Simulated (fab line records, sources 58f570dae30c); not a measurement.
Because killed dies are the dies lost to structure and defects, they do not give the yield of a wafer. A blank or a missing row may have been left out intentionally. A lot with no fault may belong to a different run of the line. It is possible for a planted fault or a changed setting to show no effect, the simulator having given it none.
Which tool is to blame? || flow berkeley cmos170 || 14 lots, 42 wafers sampled, at 5 steps of a route of 331

## WHAT THE GAUGES READ, wafer by wafer
UCB170_NWELL_THK_MEAS_02. Usual: NWELL_OXIDE_THK 26.4 nm, standard deviation 0.63.
{"lot": "L673", "measured": "day 2 01:51", "on": "film metro-02", "NWELL_OXIDE_THK (nm)": "26.3 25.9 25.9", "flag": ""}
{"lot": "L674", "measured": "day 2 13:16", "on": "film metro-02", "NWELL_OXIDE_THK (nm)": "25.5 25.9 25.8", "flag": ""}
{"lot": "L675", "measured": "day 2 18:17", "on": "film metro-01", "NWELL_OXIDE_THK (nm)": "27.6 27.5 26.9", "flag": ""}
{"lot": "L676", "measured": "day 2 18:17", "on": "film metro-02", "NWELL_OXIDE_THK (nm)": "26.3 26.5 26.6", "flag": ""}
{"lot": "L677", "measured": "day 3 02:03", "on": "film metro-01", "NWELL_OXIDE_THK (nm)": "24.9 24.7 24.5", "flag": ""}
{"lot": "L679", "measured": "day 3 14:28", "on": "film metro-01", "NWELL_OXIDE_THK (nm)": "26.5 26.7 26.8", "flag": ""}
{"lot": "L682", "measured": "day 4 06:06", "on": "film metro-01", "NWELL_OXIDE_THK (nm)": "26.8 26.7 26.6", "flag": ""}
{"lot": "L683", "measured": "day 4 10:29", "on": "film metro-02", "NWELL_OXIDE_THK (nm)": "27.0 27.0 26.9", "flag": ""}
{"lot": "L687", "measured": "day 5 06:51", "on": "film metro-02", "NWELL_OXIDE_THK (nm)": "25.0 25.5 25.4", "flag": ""}
{"lot": "L688", "measured": "day 5 18:24", "on": "film metro-02", "NWELL_OXIDE_THK (nm)": "26.0 25.9 25.9", "flag": ""}
{"lot": "L691", "measured": "day 6 01:24", "on": "film metro-01", "NWELL_OXIDE_THK (nm)": "26.8 26.9 27.2", "flag": ""}
{"lot": "L690", "measured": "day 6 01:25", "on": "film metro-02", "NWELL_OXIDE_THK (nm)": "27.0 26.9 27.1", "flag": ""}
{"lot": "L692", "measured": "day 6 07:14", "on": "film metro-04", "NWELL_OXIDE_THK (nm)": "26.3 26.5 26.2", "flag": ""}
{"lot": "L693", "measured": "day 6 11:28", "on": "film metro-02", "NWELL_OXIDE_THK (nm)": "25.7 26.1 26.0", "flag": ""}

UCB170_PWELL_TW_MEAS_17. Usual: PWELL_TW 380.1, standard deviation 2.5.
{"lot": "L673", "measured": "day 3 04:11", "on": "film metro-03", "PWELL_TW": "382.4 382.2 382.3", "flag": ""}
{"lot": "L674", "measured": "day 3 15:19", "on": "film metro-02", "PWELL_TW": "376.2 378.2 377.6", "flag": ""}
{"lot": "L675", "measured": "day 3 19:02", "on": "film metro-02", "PWELL_TW": "375.9 375.2 378.4", "flag": ""}
{"lot": "L676", "measured": "day 3 19:19", "on": "film metro-03", "PWELL_TW": "379.0 383.0 383.8", "flag": ""}
{"lot": "L677", "measured": "day 4 06:16", "on": "film metro-02", "PWELL_TW": "380.1 381.8 380.9", "flag": ""}
{"lot": "L679", "measured": "day 4 18:11", "on": "film metro-02", "PWELL_TW": "381.7 380.4 380.1", "flag": ""}
{"lot": "L682", "measured": "day 5 21:04", "on": "film metro-03", "PWELL_TW": "378.4 381.6 381.9", "flag": ""}
{"lot": "L683", "measured": "day 5 21:13", "on": "film metro-02", "PWELL_TW": "376.2 380.7 378.3", "flag": ""}
{"lot": "L687", "measured": "day 6 12:21", "on": "film metro-04", "PWELL_TW": "378.0 378.5 378.1", "flag": ""}
{"lot": "L688", "measured": "day 6 20:08", "on": "film metro-03", "PWELL_TW": "381.7 383.3 380.3", "flag": ""}
{"lot": "L691", "measured": "day 7 05:28", "on": "film metro-03", "PWELL_TW": "384.9 382.6 383.1", "flag": ""}
{"lot": "L690", "measured": "day 7 05:07", "on": "film metro-04", "PWELL_TW": "378.6 378.6 376.2", "flag": ""}
{"lot": "L692", "measured": "day 7 10:47", "on": "film metro-03", "PWELL_TW": "382.5 381.6 382.6", "flag": ""}
{"lot": "L693", "measured": "day 7 10:08", "on": "film metro-03", "PWELL_TW": "382.1 379.9 381.1", "flag": ""}

UCB170_WELLDRIVE_THK_MEAS_02. Usual: WELLDRIVE_OXIDE_THK 199 nm, standard deviation 3.1.
{"lot": "L673", "measured": "day 3 17:01", "on": "film metro-03", "WELLDRIVE_OXIDE_THK (nm)": "197 196 197", "flag": ""}
{"lot": "L674", "measured": "day 4 02:23", "on": "film metro-01", "WELLDRIVE_OXIDE_THK (nm)": "194 199 194", "flag": ""}
{"lot": "L675", "measured": "day 4 06:18", "on": "film metro-01", "WELLDRIVE_OXIDE_THK (nm)": "203 201 201", "flag": ""}
{"lot": "L676", "measured": "day 4 06:22", "on": "film metro-01", "WELLDRIVE_OXIDE_THK (nm)": "197 196 196", "flag": ""}
{"lot": "L677", "measured": "day 4 19:29", "on": "film metro-01", "WELLDRIVE_OXIDE_THK (nm)": "200 199 200", "flag": ""}
{"lot": "L679", "measured": "day 5 09:31", "on": "film metro-01", "WELLDRIVE_OXIDE_THK (nm)": "200 200 202", "flag": ""}
{"lot": "L682", "measured": "day 6 08:43", "on": "film metro-03", "WELLDRIVE_OXIDE_THK (nm)": "231 229 231", "flag": "OFF"}
{"lot": "L683", "measured": "day 6 08:43", "on": "film metro-04", "WELLDRIVE_OXIDE_THK (nm)": "226 227 231", "flag": "OFF"}
{"lot": "L687", "measured": "day 6 22:46", "on": "film metro-04", "WELLDRIVE_OXIDE_THK (nm)": "199 197 200", "flag": ""}
{"lot": "L688", "measured": "day 7 08:07", "on": "film metro-04", "WELLDRIVE_OXIDE_THK (nm)": "196 196 196", "flag": ""}
{"lot": "L691", "measured": "day 7 20:28", "on": "film metro-04", "WELLDRIVE_OXIDE_THK (nm)": "201 203 204", "flag": ""}
{"lot": "L690", "measured": "day 7 16:58", "on": "film metro-03", "WELLDRIVE_OXIDE_THK (nm)": "193 195 194", "flag": ""}
{"lot": "L692", "measured": "day 7 23:57", "on": "film metro-04", "WELLDRIVE_OXIDE_THK (nm)": "207 201 201", "flag": ""}
{"lot": "L693", "measured": "day 7 20:29", "on": "film metro-03", "WELLDRIVE_OXIDE_THK (nm)": "199 198 201", "flag": ""}

UCB170_CONTACT_CD_MEAS_90 targets a cd of 700 nm. Usual: cd nm at 700.4 nm, with a standard deviation of 1.5.
{"lot": "L673", "measured": "day 7 20:37", "on": "cd sem-02", "cd nm (nm)": "702.1 699.6 698.7", "flag": ""}
{"lot": "L674", "measured": "day 7 20:55", "on": "cd sem-02", "cd nm (nm)": "702.1 703.8 703.1", "flag": ""}
{"lot": "L675", "measured": "day 7 22:22", "on": "cd sem-02", "cd nm (nm)": "701.1 699.6 701.1", "flag": ""}
{"lot": "L676", "measured": "day 7 22:45", "on": "cd sem-02", "cd nm (nm)": "700.4 698.4 699.5", "flag": ""}
{"lot": "L677", "measured": "day 8 18:44", "on": "cd sem-02", "cd nm (nm)": "697.9 698.1 699.3", "flag": ""}
{"lot": "L679", "measured": "day 9 02:01", "on": "cd sem-01", "cd nm (nm)": "700.0 698.2 700.3", "flag": ""}
{"lot": "L682", "measured": "day 10 00:05", "on": "cd sem-01", "cd nm (nm)": "700.4 699.7 700.7", "flag": ""}
{"lot": "L683", "measured": "day 10 00:40", "on": "cd sem-01", "cd nm (nm)": "698.2 700.4 700.5", "flag": ""}
{"lot": "L687", "measured": "day 10 14:22", "on": "cd sem-01", "cd nm (nm)": "701.0 699.7 702.9", "flag": ""}
{"lot": "L688", "measured": "day 11 04:27", "on": "cd sem-01", "cd nm (nm)": "700.0 699.5 699.6", "flag": ""}
{"lot": "L691", "measured": "day 11 12:52", "on": "cd sem-02", "cd nm (nm)": "701.2 701.0 700.9", "flag": ""}
{"lot": "L690", "measured": "day 11 07:26", "on": "cd sem-01", "cd nm (nm)": "700.8 698.5 700.9", "flag": ""}
{"lot": "L692", "measured": "day 11 12:56", "on": "cd sem-01", "cd nm (nm)": "701.6 700.1 698.0", "flag": ""}
{"lot": "L693", "measured": "day 11 12:38", "on": "cd sem-01", "cd nm (nm)": "700.6 701.1 701.8", "flag": ""}

## TOOL THAT RAN EACH LOT (tool first, then ch and the chambers of the sampled wafers, then the start)
{"lot": "L673", "UCB170_WELLDRIVE_OXIDATION_01": "furnace-03 ch 0, day 3 13:30"}
{"lot": "L674", "UCB170_WELLDRIVE_OXIDATION_01": "furnace-01 ch 0, day 3 22:52"}
{"lot": "L675", "UCB170_WELLDRIVE_OXIDATION_01": "furnace-02 ch 0, day 4 02:48"}
{"lot": "L676", "UCB170_WELLDRIVE_OXIDATION_01": "furnace-02 ch 0, day 4 02:48"}
{"lot": "L677", "UCB170_WELLDRIVE_OXIDATION_01": "furnace-02 ch 0, day 4 15:59"}
{"lot": "L679", "UCB170_WELLDRIVE_OXIDATION_01": "furnace-01 ch 0, day 5 06:01"}
{"lot": "L682", "UCB170_WELLDRIVE_OXIDATION_01": "furnace-01 ch 0, day 6 05:13"}
{"lot": "L683", "UCB170_WELLDRIVE_OXIDATION_01": "furnace-01 ch 0, day 6 05:13"}
{"lot": "L687", "UCB170_WELLDRIVE_OXIDATION_01": "furnace-03 ch 0, day 6 19:16"}
{"lot": "L688", "UCB170_WELLDRIVE_OXIDATION_01": "furnace-02 ch 0, day 7 04:36"}
{"lot": "L691", "UCB170_WELLDRIVE_OXIDATION_01": "furnace-02 ch 0, day 7 16:57"}
{"lot": "L690", "UCB170_WELLDRIVE_OXIDATION_01": "furnace-02 ch 0, day 7 13:27"}
{"lot": "L692", "UCB170_WELLDRIVE_OXIDATION_01": "furnace-02 ch 0, day 7 20:27"}
{"lot": "L693", "UCB170_WELLDRIVE_OXIDATION_01": "furnace-02 ch 0, day 7 16:57"}
- UCB170_WELLDRIVE_OXIDATION_01: target thk 199 nm, ox time 9000 s.

## AS READ BY THE TOOLS THEMSELVES (means over the sampled wafers that have a number; for cases with no such wafer, the mark the record gives instead)
UCB170_WELLDRIVE_OXIDATION_01. Usual: spike tc centre C 1102.7 C, standard deviation 1.1; spike tc load C 1128.9 C, standard deviation 1.8; spike tc source C 1125.5 C, standard deviation 1.5; tube center temp C 1100.0 C, standard deviation 0.11; tube_center_temp_C_max 1102.9, standard deviation 0.46; zone power load pct 44.9 %, standard deviation 1.3.
{"lot": "L673", "tool": "furnace-03", "spike tc centre C (C)": 1104.4, "spike tc load C (C)": 1128.3, "spike tc source C (C)": 1126.2, "tube center temp C (C)": 1100.0, "tube_center_temp_C_max": 1102.8, "zone power load pct (%)": 41.6, "flag": ""}
{"lot": "L674", "tool": "furnace-01", "spike tc centre C (C)": 1102.3, "spike tc load C (C)": 1131.8, "spike tc source C (C)": 1125.8, "tube center temp C (C)": 1100.0, "tube_center_temp_C_max": 1102.5, "zone power load pct (%)": 45.7, "flag": ""}
{"lot": "L675", "tool": "furnace-02", "spike tc centre C (C)": 1102.4, "spike tc load C (C)": 1128.1, "spike tc source C (C)": 1125.5, "tube center temp C (C)": 1100.1, "tube_center_temp_C_max": 1102.9, "zone power load pct (%)": 45.4, "flag": ""}
{"lot": "L676", "tool": "furnace-02", "spike tc centre C (C)": 1103.3, "spike tc load C (C)": 1126.9, "spike tc source C (C)": 1124.7, "tube center temp C (C)": 1099.9, "tube_center_temp_C_max": 1102.7, "zone power load pct (%)": 45.2, "flag": ""}
{"lot": "L677", "tool": "furnace-02", "spike tc centre C (C)": 1101.8, "spike tc load C (C)": 1127.6, "spike tc source C (C)": 1124.4, "tube center temp C (C)": 1100.1, "tube_center_temp_C_max": 1102.8, "zone power load pct (%)": 45.2, "flag": ""}
{"lot": "L679", "tool": "furnace-01", "spike tc centre C (C)": 1103.0, "spike tc load C (C)": 1130.8, "spike tc source C (C)": 1125.8, "tube center temp C (C)": 1100.1, "tube_center_temp_C_max": 1102.8, "zone power load pct (%)": 44.7, "flag": ""}
{"lot": "L682", "tool": "furnace-01", "spike tc centre C (C)": 1133.7, "spike tc load C (C)": 1163.0, "spike tc source C (C)": 1158.2, "tube center temp C (C)": 1131.9, "tube_center_temp_C_max": 1134.6, "zone power load pct (%)": 48.0, "flag": "OFF"}
{"lot": "L683", "tool": "furnace-01", "spike tc centre C (C)": 1134.6, "spike tc load C (C)": 1163.1, "spike tc source C (C)": 1159.0, "tube center temp C (C)": 1132.0, "tube_center_temp_C_max": 1134.4, "zone power load pct (%)": 48.8, "flag": "OFF"}
{"lot": "L687", "tool": "furnace-03", "spike tc centre C (C)": 1103.2, "spike tc load C (C)": 1129.1, "spike tc source C (C)": 1126.8, "tube center temp C (C)": 1100.1, "tube_center_temp_C_max": 1102.8, "zone power load pct (%)": 41.7, "flag": ""}
{"lot": "L688", "tool": "furnace-02", "spike tc centre C (C)": 1102.3, "spike tc load C (C)": 1127.9, "spike tc source C (C)": 1125.3, "tube center temp C (C)": 1099.9, "tube_center_temp_C_max": 1103.0, "zone power load pct (%)": 45.5, "flag": ""}
{"lot": "L691", "tool": "furnace-02", "spike tc centre C (C)": 1102.6, "spike tc load C (C)": 1128.0, "spike tc source C (C)": 1124.6, "tube center temp C (C)": 1099.9, "tube_center_temp_C_max": 1102.7, "zone power load pct (%)": 44.7, "flag": ""}
{"lot": "L690", "tool": "furnace-02", "spike tc centre C (C)": 1102.9, "spike tc load C (C)": 1126.5, "spike tc source C (C)": 1124.9, "tube center temp C (C)": 1100.0, "tube_center_temp_C_max": 1102.5, "zone power load pct (%)": 45.4, "flag": ""}
{"lot": "L692", "tool": "furnace-02", "spike tc centre C (C)": 1102.7, "spike tc load C (C)": 1126.5, "spike tc source C (C)": 1124.7, "tube center temp C (C)": 1100.1, "tube_center_temp_C_max": 1102.8, "zone power load pct (%)": 45.4, "flag": ""}
{"lot": "L693", "tool": "furnace-02", "spike tc centre C (C)": 1103.3, "spike tc load C (C)": 1127.3, "spike tc source C (C)": 1123.4, "tube center temp C (C)": 1100.0, "tube_center_temp_C_max": 1102.3, "zone power load pct (%)": 45.1, "flag": ""}

## THE ANSWER, worked out from the rows above alone
Rule: lot off if the mean of its wafers having a number is beyond 3 standard deviations from the usual mean. A lot without any number at a reading at which 4 lots or more have one is off too. All remaining lots with rows at the step are treated as sound. First the gauges in route order, then the tools' own readings, where a lot's mean is used as printed above. At the first step where some lot is off, the reading lying furthest off is the one used; lots without a number count as furthest.
Off: at UCB170_WELLDRIVE_THK_MEAS_02 (WELLDRIVE_OXIDE_THK), L682, L683.
If a tool, at a process step before that reading, ran all the lots that are off and no sound lot after the first of them, it fits. Not tried: the gauges at UCB170_WELLDRIVE_THK_MEAS_02; whatever is off there is also off at UCB170_WELLDRIVE_OXIDATION_01, on other tools, and gauge error can't account for it. One candidate fits, namely furnace-01 at UCB170_WELLDRIVE_OXIDATION_01. A fault onset in the window from L679 (day 5 06:01, its last sound lot) to L682 (day 6 05:13, its first lot off) fits.
The tool's own readings at UCB170_WELLDRIVE_OXIDATION_01 bear it out: on the lots that are off they differ by more than 5 times the standard deviation of the sound lots' means. spike tc centre C reads 1134.2 C there against 1102.8 C on the sound lots; spike tc load C reads 1163.0 C there against 1128.2 C on the sound lots; spike tc source C reads 1158.6 C there against 1125.2 C on the sound lots; tube center temp C reads 1132.0 C there against 1100.0 C on the sound lots; tube_center_temp_C_max reads 1134.5 there against 1102.7 on the sound lots.

## WHAT HAD BEEN PUT IN BY THE SIMULATOR
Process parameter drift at UCB170_WELLDRIVE_OXIDATION_01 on furnace-01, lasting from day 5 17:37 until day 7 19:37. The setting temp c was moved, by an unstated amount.
Shown lots that were struck: L682, L683. The rule above found the same.
